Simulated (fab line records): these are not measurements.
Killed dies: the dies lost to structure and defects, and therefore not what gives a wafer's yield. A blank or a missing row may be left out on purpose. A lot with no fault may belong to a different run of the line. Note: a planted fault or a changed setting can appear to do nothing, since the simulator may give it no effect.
8D (eight disciplines) problem report, filled in by code | flow berkeley-cmos170 | the parts of the form that need people (team, actions taken, sign-off) are left out

== 1. WHAT WENT WRONG ==
At UCB170_FIELD_OXIDATION_01, tube-center-temp-C averages 1008 C over 9 wafers from 3 lots, while fault-free wafers read 1000 C, standard deviation 0.092. That puts it +88 standard deviations away from the usual mean.
The step: target thk 558.3 nm, ox time 7200 s.
Earliest sighting: wafer L956.3 on furnace-02 at day 7 10:43. The record has a number at this step for 21 wafers belonging to 7 lots. By rule, "out" or "out of limits" means more than 4 standard deviations away from the usual mean. The other wafers with a number count as sound.

== 2. WHAT IT IS; WHAT IT IS NOT ==
question                    | is                                                                                                | is not
which readings at this step | tube-center-temp-C, spike-tc-centre-C, spike-tc-load-C, spike-tc-source-C, tube_center_temp_C_max | zone-power-load-pct
which lots                  | L954, L955, L956                                                                                  | L944, L950, L960, L963
which wafers of those lots  | all that have a number                                                                            | -
read on which tools         | furnace-02                                                                                        | furnace-01, furnace-04
when                        | from day 7 10:43                                                                                  | up to then (6 sound wafers); but 6 sound wafers of L960, L963 came after

== 3. SUSPECTS, AND WHAT RULES EACH OUT ==
Counting: a tool at a process step up to the reading stays a suspect if it ran every lot that is out and no sound lot after the first of them.
- plasma-asher-02 at UCB170_PFIELD_STRIP_08 (strips in O2): ruled out as a lasting fault. Sound lots L960, L963 ran on it after its first lot that is out, L956 (day 7 07:49).
- furnace-02 at UCB170_FIELD_OXIDATION_01 (target thk 558.3 nm, ox time 7200 s): kept. It ran every lot that is out, first L956 (day 7 10:43), and no sound lot after that. Its own spike-tc-centre-C, spike-tc-load-C, spike-tc-source-C, tube-center-temp-C, tube_center_temp_C_max readings are out on those wafers.
Remaining after the count: furnace-02 at UCB170_FIELD_OXIDATION_01.

== 4. THE CAUSE (what the simulator had put in) ==
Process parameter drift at UCB170_FIELD_OXIDATION_01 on furnace-02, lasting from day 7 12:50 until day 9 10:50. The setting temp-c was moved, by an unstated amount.
Counting left only this tool.

== 5. THE CHAIN OF EFFECTS, in route order ==
Rows list readings where the struck wafers' mean (over those with a number) sits beyond 3 standard deviations from the usual. Only readings for which the record gives a usual standard deviation are gone through. hours: the time from each lot's start at the first step in this table that gives one to its start at this step, as a median over the lots. sigmas: the change in usual standard deviations.
hours | step                      | reading                | usual    | on struck wafers | change | sigmas
0     | UCB170_FIELD_OXIDATION_01 | spike-tc-centre-C      | 1002.6 C | 1012.0           | +9.4   | +6.7
0     | UCB170_FIELD_OXIDATION_01 | spike-tc-load-C        | 1026.4 C | 1035.4           | +9.0   | +6.4
0     | UCB170_FIELD_OXIDATION_01 | spike-tc-source-C      | 1023.7 C | 1032.4           | +8.7   | +7.9
0     | UCB170_FIELD_OXIDATION_01 | tube-center-temp-C     | 1000 C   | 1008             | +8     | +88
0     | UCB170_FIELD_OXIDATION_01 | tube_center_temp_C_max | 1002.6   | 1010.6           | +8.0   | +17
Here are the process steps it includes:
- UCB170_FIELD_OXIDATION_01: target thk 558.3 nm, ox time 7200 s.
Later steps that measure or inspect, where all struck wafers having a row at the step show a number for every such reading and not one has moved that far: UCB170_FIELD_THK_MEAS_02, UCB170_FIELD_THK_MEAS_90.

== 6. WHAT WOULD HAVE CAUGHT IT SOONER ==
In this record the first reading out of limits was taken at day 7 10:43.
